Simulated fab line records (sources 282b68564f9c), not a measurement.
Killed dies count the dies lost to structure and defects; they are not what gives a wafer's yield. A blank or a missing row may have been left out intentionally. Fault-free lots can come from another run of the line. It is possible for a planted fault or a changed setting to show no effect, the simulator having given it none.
Struck lot and sound lot, side by side / flow rit cmos / 43 steps out of a route of 202
Sound: wafers L461.1, L461.4, L461.5. The struck wafers were L464.4, L464.5, L464.6. Last of all comes the cause.
Per side, at each step with rows, come the tool, then ch with its chambers, and then its first start. Under that, the readings that differ: sound wafers / struck wafers / difference of the means / sigmas: that difference in standard deviations of wafers without a fault.
alike: words and numbers the same on both sides, and readings whose means are apart by under 2 such deviations; not compared: readings that were withheld, readings missing a value for some wafer, numbers with overlapping values and no deviation given by the record, and bounds like >300 which may hide the same value.
A row with sigmas, a row that says differs or no value, or rows on one side alone: a step with any of these is where the two part. Numbers that have no deviation but don't overlap get no sigmas and don't part them. A reading that every wafer of one side lacks parts them only if that side has two wafers or more.

first, 1 step without rows for these wafers: RIT_PRETRO_IMPLANT_08.
RIT_PRETRO_STRIP_09: strips in O2, time 180 s.
  sound on plasma asher-04 ch 0,1, day 3 19:22; struck on plasma asher-02 ch 0,1, day 4 12:31
  alike: drypump motor current A
  not compared: rf hours counter h
RIT_PRETRO_TW_MEAS_10:
  sound on film metro-03 at day 3 19:32; struck on film metro-04 at day 4 12:40
  alike: PRETRO_TW
then, 5 steps without rows for these wafers: RIT_GATE_WET_ETCH_00 (etches SiO2 in BOE, target depth 56 nm, time 60 s); RIT_GATE_CLEAN_01 (cleans in SC1, time 600 s); RIT_GATE_CLEAN_02 (cleans in dHF, time 30 s); RIT_GATE_CLEAN_03 (cleans in SC2, time 600 s); RIT_GATE_CLEAN_04 (cleans in dHF, time 60.89 s).
RIT_FOX2_THK_MEAS_91:
  sound on film metro-04 at day 3 20:01; struck on film metro-04 at day 4 13:08
  alike: FIELD_OXIDE_LEFT_2_THK
then, 2 steps without rows for these wafers: RIT_GATE_OXIDATION_05 (target thk 3 nm, ox time 270 s); RIT_GATE_ANNEAL_06 (time 600 s).
RIT_GATE_THK_MEAS_07:
  sound on film metro-04 at day 4 02:54; struck on film metro-04 at day 4 15:02
  alike: GATE_OXIDE_THK
RIT_GATE_CVD_08: deposits poly-Si from SiH4, target thk 250 nm, time 2220 s.
  sound on lpcvd-02 ch 1, day 4 02:58; struck on lpcvd-02 ch 0, day 4 15:04
reading=model.poly-Si_of_GATE_CVD_08.thk nm (nm); sound=250 251.4 250; struck=271.4 272.6 274.1; difference=+22.2; sigmas=
  alike: spike tc centre C, zone power source pct
RIT_GATE_THK_MEAS_09:
  sound on film metro-03 at day 4 04:34; struck on film metro-03 at day 4 16:56
reading=GATE_POLY_THK (nm); sound=250.1 251.1 250.0; struck=271.5 272.8 274.1; difference=+22.4; sigmas=+12
  not compared: hold
then, 5 steps without rows for these wafers: RIT_GATE_COAT_11 (resist thk 850 nm); RIT_GATE_SOFTBAKE_12 (time 60 s); RIT_GATE_EXPOSE_13 (exposes mask M6, target cd 150 nm); RIT_GATE_PEB_14; RIT_GATE_DEVELOP_15 (develop time 48.27 s).
RIT_GATE_CD_MEAS_16: target cd 150 nm.
  sound on cd sem-01 at day 4 05:37; struck on cd sem-02 at day 4 20:46
  alike: cd nm
RIT_GATE_OVL_MEAS_17:
  sound on overlay-01 at day 4 05:44; struck on overlay-02 at day 4 20:53
  alike: GATE_OVL
then, 1 step without rows for these wafers: RIT_GATE_HARDBAKE_18 (time 60 s).
RIT_GATE_ETCH_19: etches poly-Si in SF6/CHF3/O2, stops on SiO2, time 165 s, target depth 312.5 nm.
  sound on rie si-01 ch 2,3, day 4 05:55; struck on rie si-02 ch 2,3, day 4 21:04
reading=oes product au (a.u.); sound=0.839 0.849 0.840; struck=0.896 0.899 0.890; difference=+0.052; sigmas=+3
reading=model.GATE.feature depth nm (nm); sound=250 251.4 250; struck=271.4 272.6 274.1; difference=+22.2; sigmas=
reading=model.etch.depth nm (nm); sound=250 251.4 250; struck=271.4 272.6 274.1; difference=+22.2; sigmas=
  alike: SF6_flow_sccm, drypump motor current A, throttle valve pct
  not compared: rf hours counter h
RIT_GATE_STRIP_20: strips in O2, time 180 s.
  sound on plasma asher-03 ch 0,1, day 4 06:01; struck on plasma asher-01 ch 0,1, day 4 23:35
  alike: drypump motor current A
  not compared: rf hours counter h
RIT_GATE_CD_MEAS_90: target cd 150 nm.
  sound on cd sem-01 at day 4 06:16; struck on cd sem-01 at day 4 23:46
  alike: cd nm
then, 4 steps without rows for these wafers: RIT_REOX_CLEAN_00 (cleans in SC1, time 600 s); RIT_REOX_CLEAN_01 (cleans in dHF, time 30 s); RIT_REOX_CLEAN_02 (cleans in SC2, time 600 s); RIT_REOX_OXIDATION_03 (target thk 25.2 nm, ox time 5580 s).
RIT_REOX_THK_MEAS_04:
  sound on film metro-02 at day 4 09:18; struck on film metro-01 at day 5 03:41
  alike: REOX_OXIDE_THK
then, 2 steps without rows for these wafers: RIT_NLDD_HMDS_00 (prime time 60 s); RIT_NLDD_COAT_01 (resist thk 1000 nm).
RIT_NLDD_SOFTBAKE_02: time 62.36 s.
  sound on litho track-03 ch 0, day 4 09:40; struck on litho track-03 ch 0, day 5 04:05
  alike: plate sensor t centre C, plate sensor t edge C, resist line temp C
then, 3 steps without rows for these wafers: RIT_NLDD_EXPOSE_03 (exposes mask M7, target cd 40700 nm); RIT_NLDD_PEB_04; RIT_NLDD_DEVELOP_05 (develop time 50 s).
RIT_NLDD_OVL_MEAS_06:
  sound on overlay-02 at day 4 10:20; struck on overlay-01 at day 5 04:36
reading=NLDD_OVL (nm); sound=-3.4 0.3 -0.9; struck=2.0 0.7 2.6; difference=+3.1; sigmas=+2
then, 2 steps without rows for these wafers: RIT_NLDD_HARDBAKE_07 (time 60 s); RIT_NLDD_IMPLANT_08.
RIT_NLDD_STRIP_09: strips in O2, time 180 s.
  sound on plasma asher-02 ch 0,1, day 4 10:40; struck on plasma asher-02 ch 0,1, day 5 05:04
  alike: drypump motor current A
  not compared: rf hours counter h
RIT_NLDD_TW_MEAS_10:
  sound on film metro-01 at day 4 10:50; struck on film metro-01 at day 5 05:13
  alike: NLDD_TW
RIT_SDANNEAL_CLEAN_02: cleans in SC2, time 600 s.
  sound on wet bench-04 ch 3, day 4 19:04; struck on wet bench-01 ch 2, day 5 13:58
reading=model.poly-Si_of_GATE_CVD_08.thk nm (nm); sound=166.6 165.7 166.3; struck=186.2 187.7 190.4; difference=+21.9; sigmas=
RIT_M1_PROBE_99:
  sound on prober-02 at day 5 03:52; struck on prober-01 at day 5 21:34
  alike: killed at contacts, killed at front end, killed dies, killed open, killed short

## WHERE THEY PART
Last at RIT_NLDD_OVL_MEAS_06 as far as this record goes, first at RIT_GATE_THK_MEAS_09. Later steps at which nothing parts them and some readings are alike: RIT_NLDD_STRIP_09, RIT_NLDD_TW_MEAS_10, RIT_M1_PROBE_99.

WHY: whatever the simulator had introduced
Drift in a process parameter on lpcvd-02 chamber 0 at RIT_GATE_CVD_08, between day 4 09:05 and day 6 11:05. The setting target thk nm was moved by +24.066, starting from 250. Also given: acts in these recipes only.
